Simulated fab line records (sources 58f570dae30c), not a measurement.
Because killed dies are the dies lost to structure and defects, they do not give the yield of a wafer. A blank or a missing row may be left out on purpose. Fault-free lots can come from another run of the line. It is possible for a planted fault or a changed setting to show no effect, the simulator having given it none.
Which of the tools did it? || flow berkeleyCmos170 || Sampling: 14 lots, 42 wafers, 5 of 331 route steps

## WHAT THE GAUGES READ, wafer by wafer
UCB170_PLDD_CD_MEAS_06 targets a cd of 1200 nm. Usual: cdNm reads 1200.0 nm (standard deviation 1.5).
{"lot": "L812", "measured": "day 6 22:04", "on": "cdSem-02", "cdNm (nm)": "1202.3 1202.5 1201.7", "flag": ""}
{"lot": "L814", "measured": "day 6 22:19", "on": "cdSem-01", "cdNm (nm)": "1199.8 1200.4 1200.8", "flag": ""}
{"lot": "L817", "measured": "day 7 23:10", "on": "cdSem-02", "cdNm (nm)": "1198.4 1196.5 1198.0", "flag": ""}
{"lot": "L819", "measured": "day 8 08:07", "on": "cdSem-02", "cdNm (nm)": "1202.7 1201.1 1200.8", "flag": ""}
{"lot": "L821", "measured": "day 8 07:36", "on": "cdSem-02", "cdNm (nm)": "1199.1 1199.3 1198.5", "flag": ""}
{"lot": "L820", "measured": "day 8 16:02", "on": "cdSem-01", "cdNm (nm)": "1198.2 1197.7 1197.8", "flag": ""}
{"lot": "L823", "measured": "day 9 08:22", "on": "cdSem-02", "cdNm (nm)": "1198.7 1199.9 1199.7", "flag": ""}
{"lot": "L822", "measured": "day 9 05:46", "on": "cdSem-02", "cdNm (nm)": "1201.4 1201.0 1199.6", "flag": ""}
{"lot": "L824", "measured": "day 9 08:38", "on": "cdSem-02", "cdNm (nm)": "1201.2 1200.3 1200.1", "flag": ""}
{"lot": "L826", "measured": "day 9 15:19", "on": "cdSem-01", "cdNm (nm)": "1200.1 1200.1 1198.8", "flag": ""}
{"lot": "L827", "measured": "day 9 19:51", "on": "cdSem-02", "cdNm (nm)": "1198.8 1199.8 1197.7", "flag": ""}
{"lot": "L829", "measured": "day 10 00:33", "on": "cdSem-01", "cdNm (nm)": "1198.4 1199.2 1198.4", "flag": ""}
{"lot": "L831", "measured": "day 10 21:20", "on": "cdSem-02", "cdNm (nm)": "1200.3 1200.0 1199.5", "flag": ""}
{"lot": "L833", "measured": "day 10 21:41", "on": "cdSem-02", "cdNm (nm)": "1202.0 1203.4 1202.8", "flag": ""}

UCB170_SDANNEAL_RS_MEAS_04: a four-point-probe measurement. Usual: PLDD_RS typically reads 1032.8 ohm/sq, with standard deviation 2.5.
{"lot": "L812", "measured": "day 7 12:02", "on": "filmMetro-01", "PLDD_RS (ohm/sq)": "1030.2 1028.9 1029.5", "flag": ""}
{"lot": "L814", "measured": "day 7 12:36", "on": "filmMetro-01", "PLDD_RS (ohm/sq)": "1033.0 1029.8 1030.5", "flag": ""}
{"lot": "L817", "measured": "day 8 13:38", "on": "filmMetro-01", "PLDD_RS (ohm/sq)": "1033.6 1034.4 1031.7", "flag": ""}
{"lot": "L819", "measured": "day 8 20:44", "on": "filmMetro-04", "PLDD_RS (ohm/sq)": "1032.2 1035.0 1035.0", "flag": ""}
{"lot": "L821", "measured": "day 8 20:43", "on": "filmMetro-02", "PLDD_RS (ohm/sq)": "1026.6 1028.0 1029.2", "flag": ""}
{"lot": "L820", "measured": "day 9 03:23", "on": "filmMetro-01", "PLDD_RS (ohm/sq)": "1030.6 1029.5 1031.1", "flag": ""}
{"lot": "L823", "measured": "day 9 19:34", "on": "filmMetro-04", "PLDD_RS (ohm/sq)": "1031.3 1028.5 1028.8", "flag": ""}
{"lot": "L822", "measured": "day 9 17:47", "on": "filmMetro-02", "PLDD_RS (ohm/sq)": "1029.5 1031.6 1030.7", "flag": ""}
{"lot": "L824", "measured": "day 9 20:03", "on": "filmMetro-02", "PLDD_RS (ohm/sq)": "1034.6 1033.4 1034.9", "flag": ""}
{"lot": "L826", "measured": "day 10 03:40", "on": "filmMetro-04", "PLDD_RS (ohm/sq)": "1034.7 1034.6 1032.3", "flag": ""}
{"lot": "L827", "measured": "day 10 06:47", "on": "filmMetro-02", "PLDD_RS (ohm/sq)": "1031.0 1033.3 1034.5", "flag": ""}
{"lot": "L829", "measured": "day 10 12:15", "on": "filmMetro-04", "PLDD_RS (ohm/sq)": "1032.8 1033.2 1032.3", "flag": ""}
{"lot": "L831", "measured": "day 11 10:02", "on": "filmMetro-01", "PLDD_RS (ohm/sq)": "1034.8 1033.4 1037.4", "flag": ""}
{"lot": "L833", "measured": "day 11 10:23", "on": "filmMetro-04", "PLDD_RS (ohm/sq)": "1031.3 1030.9 1034.2", "flag": ""}

UCB170_M1_CD_MEAS_90 targets a cd of 700 nm. Usual: cdNm reads 700.3 nm (standard deviation 2.2).
{"lot": "L812", "measured": "day 7 20:49", "on": "cdSem-02", "cdNm (nm)": "700.5 696.0 700.8", "flag": ""}
{"lot": "L814", "measured": "day 7 21:25", "on": "cdSem-02", "cdNm (nm)": "697.8 700.0 697.4", "flag": ""}
{"lot": "L817", "measured": "day 8 21:25", "on": "cdSem-01", "cdNm (nm)": "697.5 697.6 695.2", "flag": ""}
{"lot": "L819", "measured": "day 9 06:36", "on": "cdSem-01", "cdNm (nm)": "699.9 699.4 699.2", "flag": ""}
{"lot": "L821", "measured": "day 9 06:41", "on": "cdSem-02", "cdNm (nm)": "702.4 701.9 703.0", "flag": ""}
{"lot": "L820", "measured": "day 9 10:03", "on": "cdSem-01", "cdNm (nm)": "700.0 701.8 698.2", "flag": ""}
{"lot": "L823", "measured": "day 10 04:35", "on": "cdSem-02", "cdNm (nm)": "702.1 703.8 706.0", "flag": ""}
{"lot": "L822", "measured": "day 10 01:06", "on": "cdSem-02", "cdNm (nm)": "702.4 703.8 699.4", "flag": ""}
{"lot": "L824", "measured": "day 10 04:44", "on": "cdSem-01", "cdNm (nm)": "702.3 698.8 699.9", "flag": ""}
{"lot": "L826", "measured": "day 10 11:16", "on": "cdSem-02", "cdNm (nm)": "- - -", "flag": "OFF"}
{"lot": "L827", "measured": "day 10 15:13", "on": "cdSem-02", "cdNm (nm)": "- - -", "flag": "OFF"}
{"lot": "L829", "measured": "day 10 18:54", "on": "cdSem-02", "cdNm (nm)": "693.6 698.7 694.2", "flag": ""}
{"lot": "L831", "measured": "day 11 18:44", "on": "cdSem-02", "cdNm (nm)": "698.2 700.0 700.0", "flag": ""}
{"lot": "L833", "measured": "day 11 18:58", "on": "cdSem-02", "cdNm (nm)": "704.8 705.1 700.7", "flag": ""}

## WHICH TOOL RAN EACH LOT (tool, then ch and the chambers of the sampled wafers, then the start)
{"lot": "L812", "UCB170_ACTIVE_STRIP_16": "plasmaAsher-01 ch 0, day 4 19:13", "UCB170_M1_METAL_ETCH_12": "rieMetal-02 ch 0,1, day 7 20:35"}
{"lot": "L814", "UCB170_ACTIVE_STRIP_16": "plasmaAsher-02 ch 0,1, day 4 23:07", "UCB170_M1_METAL_ETCH_12": "rieMetal-02 ch 0,1, day 7 21:07"}
{"lot": "L817", "UCB170_ACTIVE_STRIP_16": "plasmaAsher-01 ch 0,1, day 5 23:20", "UCB170_M1_METAL_ETCH_12": "rieMetal-04 ch 0,1, day 8 21:10"}
{"lot": "L819", "UCB170_ACTIVE_STRIP_16": "plasmaAsher-02 ch 0,1, day 6 06:25", "UCB170_M1_METAL_ETCH_12": "rieMetal-02 ch 0,1, day 9 04:15"}
{"lot": "L821", "UCB170_ACTIVE_STRIP_16": "plasmaAsher-04 ch 0,1, day 6 08:07", "UCB170_M1_METAL_ETCH_12": "rieMetal-04 ch 0,1, day 9 04:31"}
{"lot": "L820", "UCB170_ACTIVE_STRIP_16": "plasmaAsher-04 ch 0, day 6 15:57", "UCB170_M1_METAL_ETCH_12": "rieMetal-03 ch 0,1, day 9 09:48"}
{"lot": "L823", "UCB170_ACTIVE_STRIP_16": "plasmaAsher-02 ch 0, day 6 23:52", "UCB170_M1_METAL_ETCH_12": "rieMetal-03 ch 1, day 10 04:13"}
{"lot": "L822", "UCB170_ACTIVE_STRIP_16": "plasmaAsher-01 ch 0,1, day 7 00:22", "UCB170_M1_METAL_ETCH_12": "rieMetal-02 ch 0,1, day 10 00:51"}
{"lot": "L824", "UCB170_ACTIVE_STRIP_16": "plasmaAsher-02 ch 0,1, day 7 05:51", "UCB170_M1_METAL_ETCH_12": "rieMetal-04 ch 0,1, day 10 04:31"}
{"lot": "L826", "UCB170_ACTIVE_STRIP_16": "plasmaAsher-04 ch 0,1, day 7 14:07", "UCB170_M1_METAL_ETCH_12": "rieMetal-04 ch 1, day 10 11:01"}
{"lot": "L827", "UCB170_ACTIVE_STRIP_16": "plasmaAsher-04 ch 0, day 7 19:55", "UCB170_M1_METAL_ETCH_12": "rieMetal-02 ch 1, day 10 14:58"}
{"lot": "L829", "UCB170_ACTIVE_STRIP_16": "plasmaAsher-01 ch 0,1, day 8 01:31", "UCB170_M1_METAL_ETCH_12": "rieMetal-03 ch 0,1, day 10 18:39"}
{"lot": "L831", "UCB170_ACTIVE_STRIP_16": "plasmaAsher-04 ch 0,1, day 8 22:23", "UCB170_M1_METAL_ETCH_12": "rieMetal-03 ch 0,1, day 11 18:30"}
{"lot": "L833", "UCB170_ACTIVE_STRIP_16": "plasmaAsher-02 ch 0,1, day 9 00:28", "UCB170_M1_METAL_ETCH_12": "rieMetal-02 ch 0,1, day 11 18:43"}
- UCB170_ACTIVE_STRIP_16: strips in O2.
- UCB170_M1_METAL_ETCH_12: etches Al in Cl2/BCl3, stops on PSG, target depth 780 nm, time 130 s.

## WHAT THE TOOLS THEMSELVES READ (means of the sampled wafers that have a number; where no wafer has one, the mark that the record gives instead)
UCB170_ACTIVE_STRIP_16. Usual: drypumpMotorCurrentA 5.6 A, standard deviation 0.37; oesProductAu 0.721 a.u., standard deviation 0.0046; stripTimeToEndpointS 18.05 s, standard deviation 0.077.
{"lot": "L812", "tool": "plasmaAsher-01", "drypumpMotorCurrentA (A)": 5.0, "oesProductAu (a.u.)": 0.719, "stripTimeToEndpointS (s)": 18.01, "flag": ""}
{"lot": "L814", "tool": "plasmaAsher-02", "drypumpMotorCurrentA (A)": 5.5, "oesProductAu (a.u.)": 0.722, "stripTimeToEndpointS (s)": 18.05, "flag": ""}
{"lot": "L817", "tool": "plasmaAsher-01", "drypumpMotorCurrentA (A)": 5.3, "oesProductAu (a.u.)": 0.721, "stripTimeToEndpointS (s)": 18.03, "flag": ""}
{"lot": "L819", "tool": "plasmaAsher-02", "drypumpMotorCurrentA (A)": 5.5, "oesProductAu (a.u.)": 0.722, "stripTimeToEndpointS (s)": 18.03, "flag": ""}
{"lot": "L821", "tool": "plasmaAsher-04", "drypumpMotorCurrentA (A)": 6.0, "oesProductAu (a.u.)": 0.722, "stripTimeToEndpointS (s)": 18.17, "flag": ""}
{"lot": "L820", "tool": "plasmaAsher-04", "drypumpMotorCurrentA (A)": 6.2, "oesProductAu (a.u.)": 0.721, "stripTimeToEndpointS (s)": 18.11, "flag": ""}
{"lot": "L823", "tool": "plasmaAsher-02", "drypumpMotorCurrentA (A)": 5.4, "oesProductAu (a.u.)": 0.723, "stripTimeToEndpointS (s)": 17.98, "flag": ""}
{"lot": "L822", "tool": "plasmaAsher-01", "drypumpMotorCurrentA (A)": 5.6, "oesProductAu (a.u.)": 0.723, "stripTimeToEndpointS (s)": 18.02, "flag": ""}
{"lot": "L824", "tool": "plasmaAsher-02", "drypumpMotorCurrentA (A)": 5.7, "oesProductAu (a.u.)": 0.720, "stripTimeToEndpointS (s)": 18.07, "flag": ""}
{"lot": "L826", "tool": "plasmaAsher-04", "drypumpMotorCurrentA (A)": 6.0, "oesProductAu (a.u.)": 0.719, "stripTimeToEndpointS (s)": 18.13, "flag": ""}
{"lot": "L827", "tool": "plasmaAsher-04", "drypumpMotorCurrentA (A)": 6.2, "oesProductAu (a.u.)": 0.722, "stripTimeToEndpointS (s)": 18.05, "flag": ""}
{"lot": "L829", "tool": "plasmaAsher-01", "drypumpMotorCurrentA (A)": 5.3, "oesProductAu (a.u.)": 0.720, "stripTimeToEndpointS (s)": 18.09, "flag": ""}
{"lot": "L831", "tool": "plasmaAsher-04", "drypumpMotorCurrentA (A)": 5.7, "oesProductAu (a.u.)": 0.720, "stripTimeToEndpointS (s)": 18.14, "flag": ""}
{"lot": "L833", "tool": "plasmaAsher-02", "drypumpMotorCurrentA (A)": 5.7, "oesProductAu (a.u.)": 0.722, "stripTimeToEndpointS (s)": 18.06, "flag": ""}

UCB170_M1_METAL_ETCH_12. Usual: bcl3FlowSccm 44.99 sccm, standard deviation 0.15; biasW 120.0 W, standard deviation 0.37; drypumpMotorCurrentA 5.1 A, standard deviation 0.41; oesProductAu 0.851 a.u., standard deviation 0.018; throttleValvePct 24.66 %, standard deviation 0.19.
{"lot": "L812", "tool": "rieMetal-02", "bcl3FlowSccm (sccm)": 44.95, "biasW (W)": 119.9, "drypumpMotorCurrentA (A)": 5.5, "oesProductAu (a.u.)": 0.871, "throttleValvePct (%)": 24.89, "flag": ""}
{"lot": "L814", "tool": "rieMetal-02", "bcl3FlowSccm (sccm)": 45.20, "biasW (W)": 119.8, "drypumpMotorCurrentA (A)": 5.6, "oesProductAu (a.u.)": 0.877, "throttleValvePct (%)": 24.78, "flag": ""}
{"lot": "L817", "tool": "rieMetal-04", "bcl3FlowSccm (sccm)": 45.14, "biasW (W)": 119.6, "drypumpMotorCurrentA (A)": 5.1, "oesProductAu (a.u.)": 0.836, "throttleValvePct (%)": 24.43, "flag": ""}
{"lot": "L819", "tool": "rieMetal-02", "bcl3FlowSccm (sccm)": 44.89, "biasW (W)": 119.8, "drypumpMotorCurrentA (A)": 5.6, "oesProductAu (a.u.)": 0.870, "throttleValvePct (%)": 24.78, "flag": ""}
{"lot": "L821", "tool": "rieMetal-04", "bcl3FlowSccm (sccm)": 44.99, "biasW (W)": 120.2, "drypumpMotorCurrentA (A)": 5.1, "oesProductAu (a.u.)": 0.832, "throttleValvePct (%)": 24.42, "flag": ""}
{"lot": "L820", "tool": "rieMetal-03", "bcl3FlowSccm (sccm)": 45.07, "biasW (W)": 120.2, "drypumpMotorCurrentA (A)": 4.7, "oesProductAu (a.u.)": 0.841, "throttleValvePct (%)": 24.61, "flag": ""}
{"lot": "L823", "tool": "rieMetal-03", "bcl3FlowSccm (sccm)": 45.11, "biasW (W)": 119.8, "drypumpMotorCurrentA (A)": 4.7, "oesProductAu (a.u.)": 0.837, "throttleValvePct (%)": 24.58, "flag": ""}
{"lot": "L822", "tool": "rieMetal-02", "bcl3FlowSccm (sccm)": 45.17, "biasW (W)": 119.9, "drypumpMotorCurrentA (A)": 5.6, "oesProductAu (a.u.)": 0.871, "throttleValvePct (%)": 24.78, "flag": ""}
{"lot": "L824", "tool": "rieMetal-04", "bcl3FlowSccm (sccm)": 44.82, "biasW (W)": 120.1, "drypumpMotorCurrentA (A)": 5.1, "oesProductAu (a.u.)": 0.825, "throttleValvePct (%)": 24.43, "flag": ""}
{"lot": "L826", "tool": "rieMetal-04", "bcl3FlowSccm (sccm)": "-", "biasW (W)": "-", "drypumpMotorCurrentA (A)": "-", "oesProductAu (a.u.)": "-", "throttleValvePct (%)": "-", "flag": "OFF"}
{"lot": "L827", "tool": "rieMetal-02", "bcl3FlowSccm (sccm)": "-", "biasW (W)": "-", "drypumpMotorCurrentA (A)": "-", "oesProductAu (a.u.)": "-", "throttleValvePct (%)": "-", "flag": "OFF"}
{"lot": "L829", "tool": "rieMetal-03", "bcl3FlowSccm (sccm)": 44.87, "biasW (W)": 120.1, "drypumpMotorCurrentA (A)": 4.7, "oesProductAu (a.u.)": 0.850, "throttleValvePct (%)": 24.66, "flag": ""}
{"lot": "L831", "tool": "rieMetal-03", "bcl3FlowSccm (sccm)": 44.83, "biasW (W)": 119.9, "drypumpMotorCurrentA (A)": 4.7, "oesProductAu (a.u.)": 0.847, "throttleValvePct (%)": 24.61, "flag": ""}
{"lot": "L833", "tool": "rieMetal-02", "bcl3FlowSccm (sccm)": 45.05, "biasW (W)": 120.1, "drypumpMotorCurrentA (A)": 5.5, "oesProductAu (a.u.)": 0.878, "throttleValvePct (%)": 24.89, "flag": ""}

## THE ANSWER, worked out from the rows above alone
Rule: take the mean of a lot's wafers that have a number; if it is more than 3 standard deviations from the usual mean, the lot is off. Also off: a lot with no number at a reading for which 4 or more lots have one. All remaining lots with rows at the step are treated as sound. First the gauges in route order, then the tools' own readings, where a lot's mean is used as printed above. At the first step where some lot is off, the reading lying furthest off is the one used; lots without a number count as furthest.
Off, at UCB170_M1_CD_MEAS_90 on cdNm: L826, L827. Without a number there: L826, L827.
If a tool, at a process step before that reading, ran all the lots that are off and no sound lot after the first of them, it fits. The gauges at UCB170_M1_CD_MEAS_90 aren't tried: what is off there is off at UCB170_M1_METAL_ETCH_12 too, on other tools, and a gauge's error can't cause that. No candidate that was tried fits.

## WHAT HAD BEEN PUT IN BY THE SIMULATOR
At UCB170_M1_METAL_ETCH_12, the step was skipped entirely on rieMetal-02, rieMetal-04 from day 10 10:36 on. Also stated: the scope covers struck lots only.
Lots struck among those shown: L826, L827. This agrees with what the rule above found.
